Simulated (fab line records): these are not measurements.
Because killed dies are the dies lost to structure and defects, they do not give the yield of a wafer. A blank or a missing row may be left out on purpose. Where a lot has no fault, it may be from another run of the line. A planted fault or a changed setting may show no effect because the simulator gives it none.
Split-lot study ; flow rit_cmos ; 23 wafers read across 5 lots, on a route 202 steps long

ABOUT THE SPLIT
At RIT_SPACER_CVD_03 (deposits Si3N4 from SiH2Cl2/NH3, target thk 250 nm, time 3300 s), the setting temp_c was moved away from the recipe's 810 C on 10 of the 23 wafers read, by -1.9% to +2.3%. The other wafers ran this setting at the recipe's value.

BETWEEN THE SPLIT AND THE READING: the file shows 1 step in between
- RIT_SPACER_THK_MEAS_04

THE READING
oes_product_au, in a.u., at RIT_SPACER_ETCHBACK_05 (etches Si3N4 in SF6/CHF3, stops on SiO2, target depth 250 nm, time 240 s). On this fab line, fault-free wafers typically give 0.846 a.u. with a standard deviation of 0.012 a.u.

wafer;tool, chamber at the split;temp_c as run, C;against the recipe;oes_product_au, a.u.;against lot-mates on the recipe
L077.1;-, -;810;recipe;0.820;-
L077.3;-, -;810;recipe;0.847;-
L077.4;-, -;810;recipe;0.841;-
L077.5;-, -;810;recipe;0.822;-
L077.6;-, -;810;recipe;0.848;-
L080.1;-, -;810;recipe;0.842;-
L080.2;-, -;810;recipe;0.847;-
L080.3;-, -;810;recipe;0.862;-
L080.4;-, -;810;recipe;0.849;-
L080.5;-, -;810;recipe;0.852;-
L081.1;-, -;828.5;+2.3%;0.995;no lot-mate on the recipe
L081.2;-, -;828.5;+2.3%;1.022;no lot-mate on the recipe
L081.4;-, -;828.5;+2.3%;1.011;no lot-mate on the recipe
L081.5;-, -;828.5;+2.3%;0.991;no lot-mate on the recipe
L081.6;-, -;828.5;+2.3%;1.016;no lot-mate on the recipe
L083.2;-, -;794.8;-1.9%;0.720;no lot-mate on the recipe
L083.3;-, -;794.8;-1.9%;0.715;no lot-mate on the recipe
L083.4;-, -;794.8;-1.9%;0.712;no lot-mate on the recipe
L083.5;-, -;794.8;-1.9%;0.704;no lot-mate on the recipe
L083.6;-, -;794.8;-1.9%;0.714;no lot-mate on the recipe
L084.2;lpcvd-01, 0;810;recipe;0.818;-
L084.5;lpcvd-01, 0;810;recipe;0.828;-
L084.6;lpcvd-01, 0;810;recipe;0.844;-

FIT RESULTS
A straight line over all 23 wafers: oes_product_au changes by +0.0708 a.u. for each +1% of temp_c; r = +0.99; the points scatter about the line by 0.012 a.u.
Too few moved wafers have a lot-mate on the recipe to fit a line with each lot's own level taken away.

THE WHOLE CHAIN: every reading that the file lists as answering this split, in the file's order
step;what it does;reading;change (the file's fit);r (the file's)
RIT_SPACER_CVD_03;deposits Si3N4 from SiH2Cl2/NH3, target thk 250 nm, time 3300 s;Si3N4_of_SPACER_CVD_03.thk_nm (the simulator's own value, which no gauge read);+36.6 nm for each +1% of the setting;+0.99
RIT_SPACER_THK_MEAS_04;;SPACER_NITRIDE_THK;+36.6 for each +1% of the setting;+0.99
RIT_SPACER_ETCHBACK_05;etches Si3N4 in SF6/CHF3, stops on SiO2, target depth 250 nm, time 240 s;oes_product_au;+0.0708 a.u. for each +1% of the setting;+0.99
RIT_SPACER_ETCHBACK_05;etches Si3N4 in SF6/CHF3, stops on SiO2, target depth 250 nm, time 240 s;Si3N4_of_SPACER_CVD_03.thk_nm (the simulator's own value, which no gauge read);+28.6 nm for each +1% of the setting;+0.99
RIT_SPACER_ETCHBACK_05;etches Si3N4 in SF6/CHF3, stops on SiO2, target depth 250 nm, time 240 s;etch.depth_nm (the simulator's own value, which no gauge read);+29.1 nm for each +1% of the setting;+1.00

THE FILE'S OWN FIT
oes_product_au changes by +0.0708 a.u. for each +1% of temp_c, r = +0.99.
